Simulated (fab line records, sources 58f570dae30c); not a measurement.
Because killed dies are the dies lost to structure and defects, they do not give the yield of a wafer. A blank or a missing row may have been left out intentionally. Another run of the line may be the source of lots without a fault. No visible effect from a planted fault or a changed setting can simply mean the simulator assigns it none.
Which of the tools did it? :: flow berkeleyCmos170 :: Sampling: 15 lots, 45 wafers, 3 of 331 route steps

## WHAT THE GAUGES SHOWED, per wafer
UCB170_CONTACT_CD_MEAS_90: target cd 700 nm. Usual: cdNm at 700.4 nm, with a standard deviation of 1.6.
lot: L613
measured: day 6 19:38
on: cdSem-02
cdNm (nm): 700.8 699.1 700.4
flag: 

lot: L614
measured: day 7 13:27
on: cdSem-01
cdNm (nm): 703.1 700.4 700.9
flag: 

lot: L615
measured: day 7 19:45
on: cdSem-01
cdNm (nm): 701.4 700.6 700.9
flag: 

lot: L620
measured: day 8 03:32
on: cdSem-02
cdNm (nm): 698.2 698.0 699.2
flag: 

lot: L616
measured: day 8 08:09
on: cdSem-02
cdNm (nm): - - -
flag: OFF

lot: L617
measured: day 8 08:15
on: cdSem-01
cdNm (nm): - - -
flag: OFF

lot: L619
measured: day 8 08:44
on: cdSem-01
cdNm (nm): - - -
flag: OFF

lot: L623
measured: day 8 16:34
on: cdSem-01
cdNm (nm): 698.1 699.1 700.9
flag: 

lot: L625
measured: day 9 14:12
on: cdSem-01
cdNm (nm): 699.4 700.6 701.0
flag: 

lot: L627
measured: day 9 21:37
on: cdSem-02
cdNm (nm): 697.2 698.0 697.5
flag: 

lot: L630
measured: day 10 02:11
on: cdSem-02
cdNm (nm): 699.9 701.1 701.7
flag: 

lot: L629
measured: day 10 04:38
on: cdSem-01
cdNm (nm): 701.8 701.6 700.7
flag: 

lot: L631
measured: day 10 20:05
on: cdSem-02
cdNm (nm): 700.6 699.3 702.5
flag: 

lot: L633
measured: day 11 05:34
on: cdSem-01
cdNm (nm): 700.2 702.6 698.9
flag: 

lot: L635
measured: day 11 07:40
on: cdSem-01
cdNm (nm): 700.2 698.8 699.8
flag: 

## WHAT TOOL EACH LOT RAN ON (gives the tool, then ch and the chambers of the sampled wafers, and finally the start)
lot: L613
UCB170_CONTACT_ETCH_17: rieDiel-04 ch 0,2, day 6 19:10
UCB170_CONTACT_ETCH_18: rieDiel-04 ch 0,2, day 6 19:38 or earlier

lot: L614
UCB170_CONTACT_ETCH_17: rieDiel-03 ch 1,2, day 7 13:04
UCB170_CONTACT_ETCH_18: rieDiel-03 ch 1,2, day 7 13:27 or earlier

lot: L615
UCB170_CONTACT_ETCH_17: rieDiel-04 ch 0,1,3, day 7 19:29
UCB170_CONTACT_ETCH_18: rieDiel-04 ch 0,1,3, day 7 19:45 or earlier

lot: L620
UCB170_CONTACT_ETCH_17: rieDiel-03 ch 0,1,3, day 8 03:16
UCB170_CONTACT_ETCH_18: rieDiel-03 ch 0,1,3, day 8 03:32 or earlier

lot: L616
UCB170_CONTACT_ETCH_17: rieDiel-02 ch 1,3, day 8 07:53
UCB170_CONTACT_ETCH_18: rieDiel-02 ch 1,3, day 8 08:09 or earlier

lot: L617
UCB170_CONTACT_ETCH_17: rieDiel-04 ch 1,2,3, day 8 07:53
UCB170_CONTACT_ETCH_18: rieDiel-04 ch 1,2,3, day 8 08:15 or earlier

lot: L619
UCB170_CONTACT_ETCH_17: rieDiel-02 ch 1,2,3, day 8 08:26
UCB170_CONTACT_ETCH_18: rieDiel-02 ch 1,2,3, day 8 08:44 or earlier

lot: L623
UCB170_CONTACT_ETCH_17: rieDiel-02 ch 0,2,3, day 8 16:19
UCB170_CONTACT_ETCH_18: rieDiel-02 ch 0,2,3, day 8 16:34 or earlier

lot: L625
UCB170_CONTACT_ETCH_17: rieDiel-04 ch 0,1,3, day 9 13:56
UCB170_CONTACT_ETCH_18: rieDiel-04 ch 0,1,3, day 9 14:12 or earlier

lot: L627
UCB170_CONTACT_ETCH_17: rieDiel-04 ch 1,2, day 9 21:19
UCB170_CONTACT_ETCH_18: rieDiel-04 ch 1,2, day 9 21:37 or earlier

lot: L630
UCB170_CONTACT_ETCH_17: rieDiel-02 ch 0,1,3, day 10 01:55
UCB170_CONTACT_ETCH_18: rieDiel-02 ch 0,1,3, day 10 02:11 or earlier

lot: L629
UCB170_CONTACT_ETCH_17: rieDiel-04 ch 0,1,3, day 10 04:22
UCB170_CONTACT_ETCH_18: rieDiel-04 ch 0,1,3, day 10 04:38 or earlier

lot: L631
UCB170_CONTACT_ETCH_17: rieDiel-04 ch 0,2, day 10 19:49
UCB170_CONTACT_ETCH_18: rieDiel-04 ch 0,2, day 10 20:05 or earlier

lot: L633
UCB170_CONTACT_ETCH_17: rieDiel-02 ch 0,1,3, day 11 05:17
UCB170_CONTACT_ETCH_18: rieDiel-02 ch 0,1,3, day 11 05:34 or earlier

lot: L635
UCB170_CONTACT_ETCH_17: rieDiel-03 ch 0,1,2, day 11 07:24
UCB170_CONTACT_ETCH_18: rieDiel-03 ch 0,1,2, day 11 07:40 or earlier
- UCB170_CONTACT_ETCH_17: etches BARC in N2/H2.
- UCB170_CONTACT_ETCH_18: etches PSG in CHF3/CF4/Ar, stops on TiSi2, target depth 840 nm, time 195 s.

## AS READ BY THE TOOLS THEMSELVES (means over the sampled wafers that have a number; for cases with no such wafer, the mark the record gives instead)
UCB170_CONTACT_ETCH_17. Usual: biasW 100.0 W, standard deviation 0.31; chamberPressureMTorr 29.998 mTorr, standard deviation 0.029; drypumpMotorCurrentA 5.6 A, standard deviation 0.39; oesProductAu 1.013 a.u., standard deviation 0.025; rfFwdPowerW 495.3 W, standard deviation 2; throttleValvePct 13.26 %, standard deviation 0.19.
lot: L613
tool: rieDiel-04
biasW (W): 100.1
chamberPressureMTorr (mTorr): 30.017
drypumpMotorCurrentA (A): 6.0
oesProductAu (a.u.): 1.041
rfFwdPowerW (W): 494.8
throttleValvePct (%): 13.22
flag: 

lot: L614
tool: rieDiel-03
biasW (W): 99.9
chamberPressureMTorr (mTorr): 29.984
drypumpMotorCurrentA (A): 5.5
oesProductAu (a.u.): 1.001
rfFwdPowerW (W): 492.5
throttleValvePct (%): 13.07
flag: 

lot: L615
tool: rieDiel-04
biasW (W): 100.2
chamberPressureMTorr (mTorr): 29.996
drypumpMotorCurrentA (A): 5.5
oesProductAu (a.u.): 1.027
rfFwdPowerW (W): 494.7
throttleValvePct (%): 13.42
flag: 

lot: L620
tool: rieDiel-03
biasW (W): 100.0
chamberPressureMTorr (mTorr): 30.024
drypumpMotorCurrentA (A): 5.6
oesProductAu (a.u.): 0.997
rfFwdPowerW (W): 496.1
throttleValvePct (%): 13.18
flag: 

lot: L616
tool: rieDiel-02
biasW (W): -
chamberPressureMTorr (mTorr): -
drypumpMotorCurrentA (A): -
oesProductAu (a.u.): -
rfFwdPowerW (W): -
throttleValvePct (%): -
flag: OFF

lot: L617
tool: rieDiel-04
biasW (W): -
chamberPressureMTorr (mTorr): -
drypumpMotorCurrentA (A): -
oesProductAu (a.u.): -
rfFwdPowerW (W): -
throttleValvePct (%): -
flag: OFF

lot: L619
tool: rieDiel-02
biasW (W): -
chamberPressureMTorr (mTorr): -
drypumpMotorCurrentA (A): -
oesProductAu (a.u.): -
rfFwdPowerW (W): -
throttleValvePct (%): -
flag: OFF

lot: L623
tool: rieDiel-02
biasW (W): 99.9
chamberPressureMTorr (mTorr): 30.012
drypumpMotorCurrentA (A): 5.5
oesProductAu (a.u.): 0.997
rfFwdPowerW (W): 496.5
throttleValvePct (%): 13.37
flag: 

lot: L625
tool: rieDiel-04
biasW (W): 99.6
chamberPressureMTorr (mTorr): 29.981
drypumpMotorCurrentA (A): 5.5
oesProductAu (a.u.): 1.037
rfFwdPowerW (W): 495.3
throttleValvePct (%): 13.40
flag: 

lot: L627
tool: rieDiel-04
biasW (W): 100.1
chamberPressureMTorr (mTorr): 30.011
drypumpMotorCurrentA (A): 5.6
oesProductAu (a.u.): 1.004
rfFwdPowerW (W): 495.4
throttleValvePct (%): 13.24
flag: 

lot: L630
tool: rieDiel-02
biasW (W): 99.9
chamberPressureMTorr (mTorr): 29.994
drypumpMotorCurrentA (A): 5.4
oesProductAu (a.u.): 1.009
rfFwdPowerW (W): 495.3
throttleValvePct (%): 13.25
flag: 

lot: L629
tool: rieDiel-04
biasW (W): 100.0
chamberPressureMTorr (mTorr): 29.990
drypumpMotorCurrentA (A): 5.5
oesProductAu (a.u.): 1.038
rfFwdPowerW (W): 495.3
throttleValvePct (%): 13.40
flag: 

lot: L631
tool: rieDiel-04
biasW (W): 99.9
chamberPressureMTorr (mTorr): 30.004
drypumpMotorCurrentA (A): 5.8
oesProductAu (a.u.): 1.047
rfFwdPowerW (W): 495.9
throttleValvePct (%): 13.42
flag: 

lot: L633
tool: rieDiel-02
biasW (W): 99.6
chamberPressureMTorr (mTorr): 30.003
drypumpMotorCurrentA (A): 5.4
oesProductAu (a.u.): 1.002
rfFwdPowerW (W): 496.1
throttleValvePct (%): 13.23
flag: 

lot: L635
tool: rieDiel-03
biasW (W): 100.0
chamberPressureMTorr (mTorr): 30.006
drypumpMotorCurrentA (A): 5.3
oesProductAu (a.u.): 0.994
rfFwdPowerW (W): 493.9
throttleValvePct (%): 13.15
flag: 

UCB170_CONTACT_ETCH_18. Usual: CHF3_flow_sccm 44.98 sccm, standard deviation 0.13; cf4FlowSccm 15.00 sccm, standard deviation 0.049; drypumpMotorCurrentA 5.6 A, standard deviation 0.39; oesProductAu 0.902 a.u., standard deviation 0.014; rfFwdPowerW 697.9 W, standard deviation 2.1; throttleValvePct 6.88 %, standard deviation 0.12.
lot: L613
tool: rieDiel-04
CHF3_flow_sccm (sccm): 44.94
cf4FlowSccm (sccm): 14.99
drypumpMotorCurrentA (A): 6.0
oesProductAu (a.u.): 0.908
rfFwdPowerW (W): 696.7
throttleValvePct (%): 6.86
flag: 

lot: L614
tool: rieDiel-03
CHF3_flow_sccm (sccm): 45.00
cf4FlowSccm (sccm): 15.04
drypumpMotorCurrentA (A): 5.5
oesProductAu (a.u.): 0.906
rfFwdPowerW (W): 699.3
throttleValvePct (%): 6.76
flag: 

lot: L615
tool: rieDiel-04
CHF3_flow_sccm (sccm): 44.96
cf4FlowSccm (sccm): 14.96
drypumpMotorCurrentA (A): 5.5
oesProductAu (a.u.): 0.914
rfFwdPowerW (W): 698.4
throttleValvePct (%): 6.98
flag: 

lot: L620
tool: rieDiel-03
CHF3_flow_sccm (sccm): 44.99
cf4FlowSccm (sccm): 14.97
drypumpMotorCurrentA (A): 5.6
oesProductAu (a.u.): 0.903
rfFwdPowerW (W): 697.7
throttleValvePct (%): 6.87
flag: 

lot: L616
tool: rieDiel-02
CHF3_flow_sccm (sccm): 44.89
cf4FlowSccm (sccm): 14.97
drypumpMotorCurrentA (A): 5.6
oesProductAu (a.u.): 0.377
rfFwdPowerW (W): 697.9
throttleValvePct (%): 6.83
flag: OFF

lot: L617
tool: rieDiel-04
CHF3_flow_sccm (sccm): 45.10
cf4FlowSccm (sccm): 14.98
drypumpMotorCurrentA (A): 5.8
oesProductAu (a.u.): 0.378
rfFwdPowerW (W): 697.8
throttleValvePct (%): 6.87
flag: OFF

lot: L619
tool: rieDiel-02
CHF3_flow_sccm (sccm): 44.92
cf4FlowSccm (sccm): 15.05
drypumpMotorCurrentA (A): 5.6
oesProductAu (a.u.): 0.375
rfFwdPowerW (W): 698.6
throttleValvePct (%): 6.87
flag: OFF

lot: L623
tool: rieDiel-02
CHF3_flow_sccm (sccm): 45.04
cf4FlowSccm (sccm): 15.05
drypumpMotorCurrentA (A): 5.5
oesProductAu (a.u.): 0.905
rfFwdPowerW (W): 696.6
throttleValvePct (%): 6.94
flag: 

lot: L625
tool: rieDiel-04
CHF3_flow_sccm (sccm): 44.93
cf4FlowSccm (sccm): 14.99
drypumpMotorCurrentA (A): 5.5
oesProductAu (a.u.): 0.899
rfFwdPowerW (W): 697.2
throttleValvePct (%): 6.99
flag: 

lot: L627
tool: rieDiel-04
CHF3_flow_sccm (sccm): 45.15
cf4FlowSccm (sccm): 14.99
drypumpMotorCurrentA (A): 5.6
oesProductAu (a.u.): 0.895
rfFwdPowerW (W): 698.6
throttleValvePct (%): 6.88
flag: 

lot: L630
tool: rieDiel-02
CHF3_flow_sccm (sccm): 45.01
cf4FlowSccm (sccm): 15.01
drypumpMotorCurrentA (A): 5.4
oesProductAu (a.u.): 0.906
rfFwdPowerW (W): 696.8
throttleValvePct (%): 6.87
flag: 

lot: L629
tool: rieDiel-04
CHF3_flow_sccm (sccm): 44.99
cf4FlowSccm (sccm): 14.97
drypumpMotorCurrentA (A): 5.5
oesProductAu (a.u.): 0.907
rfFwdPowerW (W): 697.7
throttleValvePct (%): 6.99
flag: 

lot: L631
tool: rieDiel-04
CHF3_flow_sccm (sccm): 44.92
cf4FlowSccm (sccm): 15.00
drypumpMotorCurrentA (A): 5.8
oesProductAu (a.u.): 0.914
rfFwdPowerW (W): 697.8
throttleValvePct (%): 6.98
flag: 

lot: L633
tool: rieDiel-02
CHF3_flow_sccm (sccm): 44.94
cf4FlowSccm (sccm): 14.99
drypumpMotorCurrentA (A): 5.4
oesProductAu (a.u.): 0.897
rfFwdPowerW (W): 698.7
throttleValvePct (%): 6.86
flag: 

lot: L635
tool: rieDiel-03
CHF3_flow_sccm (sccm): 44.95
cf4FlowSccm (sccm): 14.96
drypumpMotorCurrentA (A): 5.3
oesProductAu (a.u.): 0.896
rfFwdPowerW (W): 698.3
throttleValvePct (%): 6.77
flag: 

## THE ANSWER, worked out from the rows above alone
Rule: lot off if the mean of its wafers having a number is beyond 3 standard deviations from the usual mean. A lot without any number at a reading at which 4 lots or more have one is off too. All remaining lots with rows at the step are treated as sound. First the gauges in route order, then the tools' own readings, where a lot's mean is used as printed above. The first step at which some lot is off is used, and at that step the reading that is off furthest; a lot without a number counts as furthest.
Off, at UCB170_CONTACT_CD_MEAS_90 on cdNm: L616, L617, L619. Without a number there: L616, L617, L619.
A tool fits if, at a process step before that reading, it ran every lot that is off, and no sound lot after the first of them. Not tried: the gauges at UCB170_CONTACT_CD_MEAS_90; whatever is off there is also off at UCB170_CONTACT_ETCH_17, on other tools, and gauge error can't account for it. Because UCB170_CONTACT_ETCH_18 lacks a start for some lots, the hours and order of its lots are taken from UCB170_CONTACT_CD_MEAS_90. Of those tried, none fits.

## WHAT THE SIMULATOR PUT IN
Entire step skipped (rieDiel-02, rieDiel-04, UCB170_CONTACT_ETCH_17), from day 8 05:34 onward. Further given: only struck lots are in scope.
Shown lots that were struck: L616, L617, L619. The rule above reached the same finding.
